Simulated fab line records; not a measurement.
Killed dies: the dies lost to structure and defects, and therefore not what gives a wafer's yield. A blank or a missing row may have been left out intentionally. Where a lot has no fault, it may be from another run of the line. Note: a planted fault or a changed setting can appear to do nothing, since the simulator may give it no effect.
A single fault, viewed from 2 desks -- flow berkeley cmos170 -- each desk has only its own numbers; what lay behind them comes last

== AT THE METROLOGY DESK ==
Lot by lot, what the gauges showed, no matter which tool ran the lot: averages of those sampled wafers that carry a number. If a lot's mean is further than 4 standard deviations from the usual mean, the lot is out of limits and carries the mark OUT (the distance appears in the brackets).
Columns: A = cd nm at UCB170_V2_CD_MEAS_90, usual 700.5 nm; B = cd nm at UCB170_M3_CD_MEAS_15, usual 700.3 nm
lot,first seen here,A,B
L119,day 7 14:17,701.8,699.6
L121,day 7 14:34,700.7,700.4
L120,day 7 15:27,699.7,698.6
L122,day 7 21:58,700.1,702.2
L123,day 8 03:39,699.0,700.7
L125,day 8 20:28,699.4,702.7
L128,day 9 04:20,700.8,700.4
L127,day 9 05:12,700.8,701.5
L129,day 9 17:56,700.4,699.6
L130,day 9 18:14,702.3,699.7
L132,day 9 22:56,697.7,700.0
L134,day 11 01:30,703.4,698.8
L137,day 11 13:13,700.3,700.2
L141,day 12 05:51,700.5,698.6
Result from this desk: across the 14 lots, nothing is out of limits.

== FOR THE TOOL OWNER'S DESK: rie metal-04 ==
The tool's own readings at UCB170_M3_METAL_ETCH_18 (etches Al in Cl2/BCl3, stops on SiO2, target depth 1170 nm, time 195 s): means of the sampled wafers that have a number, for each lot that ran on this tool. If a lot's mean is further than 4 standard deviations from the usual mean, the lot is out of limits and carries the mark OUT (the distance appears in the brackets).
Columns: A = drypump motor current A at UCB170_M3_METAL_ETCH_18, usual 5.8 A; B = mfc cl2 sccm at UCB170_M3_METAL_ETCH_18, usual 90.04 sccm; C = oes product au at UCB170_M3_METAL_ETCH_18, usual 0.850 a.u.; D = throttle valve pct at UCB170_M3_METAL_ETCH_18, usual 24.46 %
lot,first seen here,A,B,C,D
L125,day 9 02:34,5.5,90.02,0.866,24.66
L127,day 9 07:40,5.5,89.87,0.859,24.66
L129,day 9 20:16,5.8,90.22,0.847,24.48
L132,day 10 01:10,5.5,90.15,0.865,24.65
L134,day 11 06:42,5.5,89.89,0.820,24.68
L137,day 11 15:29,5.5,89.96,0.825,24.68
Result from this desk: across the 6 lots, nothing is out of limits.

== PUT TOGETHER ==
From the metrology desk's view, nothing was out of limits.
Nothing out of limits was seen by the tool owner's desk.

== WHAT WAS PUT IN BY THE SIMULATOR ==
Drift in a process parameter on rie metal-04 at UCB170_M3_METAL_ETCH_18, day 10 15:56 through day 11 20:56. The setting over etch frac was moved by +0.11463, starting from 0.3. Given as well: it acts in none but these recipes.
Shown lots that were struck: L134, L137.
